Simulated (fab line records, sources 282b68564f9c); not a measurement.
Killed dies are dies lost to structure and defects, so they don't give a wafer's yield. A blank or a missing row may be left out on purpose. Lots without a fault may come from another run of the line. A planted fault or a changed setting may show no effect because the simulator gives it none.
A struck lot beside a sound one | flow rit_cmos | 15 steps out of a route of 202
Sound: wafers L345.2, L345.3, L345.5. Struck: wafers L355.2, L355.4, L355.5. The cause comes at the end.
At each step with rows: each side's tool, then ch and its chambers, then its first start. Under that, the readings that differ: sound wafers | struck wafers | difference of the means | sigmas: that difference in standard deviations of wafers without a fault.
alike: readings whose means differ by less than 2 such deviations, and words and numbers that are the same on both sides. not compared: withheld readings, readings that some wafer has no value for, bounds like >300 that may hide the same value, and numbers for which the record gives no deviation and whose values overlap.
The two part at a step that has a row with sigmas, a row that says differs or no value, or rows on one side only. Numbers that don't overlap but have no deviation are shown without sigmas and don't part them. A reading that every wafer of one side lacks parts them only if that side has two wafers or more.

first, 2 steps without rows for these wafers: RIT_SPACER_CLEAN_02 (cleans in SC2, time 600 s); RIT_SPACER_CVD_03 (deposits Si3N4 from SiH2Cl2/NH3, target thk 250 nm, time 3300 s).
RIT_SPACER_THK_MEAS_04:
  sound on film_metro-01, day 4 08:07; struck on film_metro-01, day 6 10:53
  reading                 | sound             | struck            | difference | sigmas
  SPACER_NITRIDE_THK (nm) | 253.2 253.8 250.4 | 246.9 247.5 247.6 | -5.1       | -2
RIT_SPACER_ETCHBACK_05: etches Si3N4 in SF6/CHF3, stops on SiO2, target depth 250 nm, time 240 s.
  sound on rie_diel-01 ch 0,1,3, day 4 08:10; struck on rie_diel-01 ch 0,1,3, day 6 10:56
  alike: drypump_motor_current_A, oes_product_au, throttle_valve_pct
  not compared: rf_hours_counter_h
then, 6 steps without rows for these wafers: RIT_NSD_HMDS_00 (prime time 60 s); RIT_NSD_COAT_01 (resist thk 1000 nm); RIT_NSD_SOFTBAKE_02 (time 60 s); RIT_NSD_EXPOSE_03 (exposes mask M9, target cd 40700 nm); RIT_NSD_PEB_04; RIT_NSD_DEVELOP_05 (develop time 50 s).
RIT_NSD_OVL_MEAS_06:
  sound on overlay-01, day 4 09:14; struck on overlay-02, day 6 11:57
  alike: NSD_OVL
then, 1 step without rows for these wafers: RIT_NSD_HARDBAKE_07 (time 60 s).
RIT_NSD_IMPLANT_08:
  sound on implanter-02 ch 0, day 4 09:26; struck on implanter-03 ch 0, day 6 12:09
  reading                   | sound                | struck               | difference | sigmas
  beam_energy_keV           | 25.024 25.000 24.991 | 23.566 23.570 23.569 | -1.437     | -99 or more
  model.implant.rp_nm (nm)  | 31.9 31.9 31.9       | 31.3 31.3 31.3       | -0.6       |
  model.implant.drp_nm (nm) | 14.84 14.84 14.84    | 14.32 14.32 14.32    | -0.52      |
  alike: tilt_deg
RIT_NSD_STRIP_09: strips in O2, time 180 s.
  sound on plasma_asher-01 ch 0,1, day 4 09:34; struck on plasma_asher-02 ch 0, day 6 12:17
  alike: drypump_motor_current_A
  not compared: rf_hours_counter_h
RIT_M1_PROBE_99:
  sound on prober-02, day 4 19:07; struck on prober-01, day 6 22:15
  alike: killed_at_contacts, killed_at_front_end, killed_dies, killed_open, killed_short
  not compared: model.etest.contact_nplus.end_ohm_um

WHERE THEY PART
First at RIT_SPACER_THK_MEAS_04; last, within this record, at RIT_NSD_IMPLANT_08. Later steps at which nothing parts them and some readings are alike: RIT_NSD_STRIP_09, RIT_M1_PROBE_99.

WHY: what the simulator had put in
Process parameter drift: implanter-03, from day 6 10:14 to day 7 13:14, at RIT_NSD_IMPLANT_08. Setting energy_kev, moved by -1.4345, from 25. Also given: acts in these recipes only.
